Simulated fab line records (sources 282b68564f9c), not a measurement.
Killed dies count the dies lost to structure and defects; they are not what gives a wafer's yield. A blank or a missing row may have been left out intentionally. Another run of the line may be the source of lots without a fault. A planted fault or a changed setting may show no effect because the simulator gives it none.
Split-lot trial / flow rit_cmos / 23 wafers read from 5 lots, route of 202 steps

== ON THE SPLIT ==
At RIT_REOX_OXIDATION_03 (target thk 25.2 nm, ox time 5580 s), the setting temp_c was moved away from the recipe's 900 C on 15 of the 23 wafers read, by -2.9% to +1.6%. For the rest of the wafers, this setting stayed at what the recipe calls for.

Between the split and the reading, the file records no step.

== THE READING ==
At RIT_REOX_THK_MEAS_04: REOX_OXIDE_THK, given in nm. Fault-free wafers of this fab line usually give 25.2 nm, standard deviation 0.38 nm.

wafer=L075.2; tool, chamber at the split=-, -; temp_c as run, C=900; against the recipe=recipe; REOX_OXIDE_THK, nm=24.9; against lot-mates on the recipe=-
wafer=L075.3; tool, chamber at the split=-, -; temp_c as run, C=900; against the recipe=recipe; REOX_OXIDE_THK, nm=25.4; against lot-mates on the recipe=-
wafer=L075.4; tool, chamber at the split=-, -; temp_c as run, C=900; against the recipe=recipe; REOX_OXIDE_THK, nm=25.1; against lot-mates on the recipe=-
wafer=L075.5; tool, chamber at the split=-, -; temp_c as run, C=900; against the recipe=recipe; REOX_OXIDE_THK, nm=25.4; against lot-mates on the recipe=-
wafer=L075.6; tool, chamber at the split=-, -; temp_c as run, C=900; against the recipe=recipe; REOX_OXIDE_THK, nm=25.1; against lot-mates on the recipe=-
wafer=L079.1; tool, chamber at the split=-, -; temp_c as run, C=874; against the recipe=-2.9%; REOX_OXIDE_THK, nm=19.6; against lot-mates on the recipe=no lot-mate on the recipe
wafer=L079.2; tool, chamber at the split=-, -; temp_c as run, C=874; against the recipe=-2.9%; REOX_OXIDE_THK, nm=19.3; against lot-mates on the recipe=no lot-mate on the recipe
wafer=L079.3; tool, chamber at the split=-, -; temp_c as run, C=874; against the recipe=-2.9%; REOX_OXIDE_THK, nm=19.1; against lot-mates on the recipe=no lot-mate on the recipe
wafer=L079.4; tool, chamber at the split=-, -; temp_c as run, C=874; against the recipe=-2.9%; REOX_OXIDE_THK, nm=18.5; against lot-mates on the recipe=no lot-mate on the recipe
wafer=L079.5; tool, chamber at the split=-, -; temp_c as run, C=874; against the recipe=-2.9%; REOX_OXIDE_THK, nm=19.0; against lot-mates on the recipe=no lot-mate on the recipe
wafer=L081.2; tool, chamber at the split=furnace-04, 0; temp_c as run, C=900; against the recipe=recipe; REOX_OXIDE_THK, nm=25.9; against lot-mates on the recipe=-
wafer=L081.4; tool, chamber at the split=furnace-04, 0; temp_c as run, C=900; against the recipe=recipe; REOX_OXIDE_THK, nm=25.8; against lot-mates on the recipe=-
wafer=L081.5; tool, chamber at the split=furnace-04, 0; temp_c as run, C=900; against the recipe=recipe; REOX_OXIDE_THK, nm=25.6; against lot-mates on the recipe=-
wafer=L084.1; tool, chamber at the split=-, -; temp_c as run, C=914.4; against the recipe=+1.6%; REOX_OXIDE_THK, nm=28.6; against lot-mates on the recipe=no lot-mate on the recipe
wafer=L084.2; tool, chamber at the split=-, -; temp_c as run, C=914.4; against the recipe=+1.6%; REOX_OXIDE_THK, nm=28.5; against lot-mates on the recipe=no lot-mate on the recipe
wafer=L084.3; tool, chamber at the split=-, -; temp_c as run, C=914.4; against the recipe=+1.6%; REOX_OXIDE_THK, nm=28.6; against lot-mates on the recipe=no lot-mate on the recipe
wafer=L084.5; tool, chamber at the split=-, -; temp_c as run, C=914.4; against the recipe=+1.6%; REOX_OXIDE_THK, nm=28.6; against lot-mates on the recipe=no lot-mate on the recipe
wafer=L084.6; tool, chamber at the split=-, -; temp_c as run, C=914.4; against the recipe=+1.6%; REOX_OXIDE_THK, nm=28.5; against lot-mates on the recipe=no lot-mate on the recipe
wafer=L085.1; tool, chamber at the split=-, -; temp_c as run, C=886.8; against the recipe=-1.5%; REOX_OXIDE_THK, nm=21.7; against lot-mates on the recipe=no lot-mate on the recipe
wafer=L085.2; tool, chamber at the split=-, -; temp_c as run, C=886.8; against the recipe=-1.5%; REOX_OXIDE_THK, nm=21.6; against lot-mates on the recipe=no lot-mate on the recipe
wafer=L085.3; tool, chamber at the split=-, -; temp_c as run, C=886.8; against the recipe=-1.5%; REOX_OXIDE_THK, nm=21.5; against lot-mates on the recipe=no lot-mate on the recipe
wafer=L085.4; tool, chamber at the split=-, -; temp_c as run, C=886.8; against the recipe=-1.5%; REOX_OXIDE_THK, nm=21.4; against lot-mates on the recipe=no lot-mate on the recipe
wafer=L085.6; tool, chamber at the split=-, -; temp_c as run, C=886.8; against the recipe=-1.5%; REOX_OXIDE_THK, nm=21.7; against lot-mates on the recipe=no lot-mate on the recipe

THE FIT
A straight line over all 23 wafers: REOX_OXIDE_THK changes by +2.16 nm for each +1% of temp_c; r = +0.99; the points scatter about the line by 0.38 nm.
Too few moved wafers have a lot-mate on the recipe to fit a line with each lot's own level taken away.

== THE WHOLE CHAIN: every reading that the file lists as answering this split, in the file's order ==
step=RIT_REOX_OXIDATION_03; what it does=target thk 25.2 nm, ox time 5580 s; reading=SiO2_of_REOX_OXIDATION_03.thk_nm (the simulator's own value, which no gauge read); change (the file's fit)=+2.16 nm for each +1% of the setting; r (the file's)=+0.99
step=RIT_REOX_THK_MEAS_04; what it does=; reading=REOX_OXIDE_THK; change (the file's fit)=+2.16 for each +1% of the setting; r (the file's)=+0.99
step=RIT_SPACER_CLEAN_00; what it does=cleans in SC1, time 600 s; reading=SiO2_of_REOX_OXIDATION_03.thk_nm (the simulator's own value, which no gauge read); change (the file's fit)=+2 nm for each +1% of the setting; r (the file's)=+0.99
step=RIT_M1_PROBE_99; what it does=; reading=etest.pmos_turned.r_on_ohm_um (the simulator's own value, which no gauge read); change (the file's fit)=+177 for each +1% of the setting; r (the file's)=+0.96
step=RIT_M1_PROBE_99; what it does=; reading=etest.pmos_0p15.r_on_ohm_um (the simulator's own value, which no gauge read); change (the file's fit)=+144 for each +1% of the setting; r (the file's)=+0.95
step=RIT_M1_PROBE_99; what it does=; reading=etest.pplus_sal.width_nm (the simulator's own value, which no gauge read); change (the file's fit)=+33.4 nm for each +1% of the setting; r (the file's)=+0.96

== THE FILE'S OWN FIT ==
REOX_OXIDE_THK changes by +2.16 nm for each +1% of temp_c, r = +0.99.
